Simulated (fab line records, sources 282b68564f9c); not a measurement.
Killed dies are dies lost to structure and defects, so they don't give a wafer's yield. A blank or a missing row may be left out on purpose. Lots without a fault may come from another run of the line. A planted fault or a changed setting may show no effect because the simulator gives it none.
A struck lot beside a sound one | flow rit_cmos | 15 steps out of a route of 202
Sound: wafers L794.4, L794.5, L794.6. Struck: wafers L806.1, L806.2, L806.4. The cause comes at the end.
At each step with rows: each side's tool, then ch and its chambers, then its first start. Under that, the readings that differ: sound wafers | struck wafers | difference of the means | sigmas: that difference in standard deviations of wafers without a fault.
alike: readings whose means differ by less than 2 such deviations, and words and numbers that are the same on both sides. not compared: withheld readings, readings that some wafer has no value for, bounds like >300 that may hide the same value, and numbers for which the record gives no deviation and whose values overlap.
The two part at a step that has a row with sigmas, a row that says differs or no value, or rows on one side only. Numbers that don't overlap but have no deviation are shown without sigmas and don't part them. A reading that every wafer of one side lacks parts them only if that side has two wafers or more.

first, 5 steps without rows for these wafers: RIT_PSD_COAT_01 (resist thk 1000 nm); RIT_PSD_SOFTBAKE_02 (time 60 s); RIT_PSD_EXPOSE_03 (exposes mask M10, target cd 40900 nm); RIT_PSD_PEB_04; RIT_PSD_DEVELOP_05 (develop time 50 s).
RIT_PSD_OVL_MEAS_06:
  sound on overlay-01, day 3 10:58; struck on overlay-02, day 5 22:58
  alike: PSD_OVL
then, 2 steps without rows for these wafers: RIT_PSD_HARDBAKE_07 (time 60 s); RIT_PSD_IMPLANT_08.
RIT_PSD_STRIP_09: strips in O2, time 180 s.
  sound on plasma_asher-02 ch 0,1, day 3 11:21; struck on plasma_asher-03 ch 0,1, day 5 23:19
  alike: drypump_motor_current_A
  not compared: rf_hours_counter_h
RIT_PSD_TW_MEAS_10:
  sound on film_metro-01, day 3 11:30; struck on film_metro-01, day 5 23:29
  alike: PSD_TW
then, 2 steps without rows for these wafers: RIT_SDANNEAL_CLEAN_00 (cleans in SC1, time 600 s); RIT_SDANNEAL_CLEAN_01 (cleans in dHF, time 30 s).
RIT_SDANNEAL_CLEAN_02: cleans in SC2, time 600 s.
  sound on wet_bench-04 ch 0, day 3 11:43; struck on wet_bench-04 ch 3, day 5 23:44
  reading          | sound       | struck      | difference | sigmas
  run_length_s (s) | 626 626 626 | 527 527 527 | -99        | -31
RIT_SDANNEAL_RTA_03: time 5 s.
  sound on rtp_anneal-02 ch 0, day 3 11:55; struck on rtp_anneal-02 ch 0, day 5 23:55
  alike: wafer_temp_C_max
RIT_M1_PROBE_99:
  sound on prober-02, day 3 19:45; struck on prober-02, day 6 07:27
  reading            | sound | struck | difference | sigmas
  killed_at_M0_to_M3 | 0 0 0 | 0 1 0  | +0         | +2
  alike: killed_at_front_end, killed_dies, killed_open, killed_short

WHERE THEY PART
First at RIT_SDANNEAL_CLEAN_02; last, within this record, at RIT_M1_PROBE_99.

WHY: what the simulator had put in
Process parameter drift: wet_bench-04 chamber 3, from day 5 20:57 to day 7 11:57, at RIT_SDANNEAL_CLEAN_02. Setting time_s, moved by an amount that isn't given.
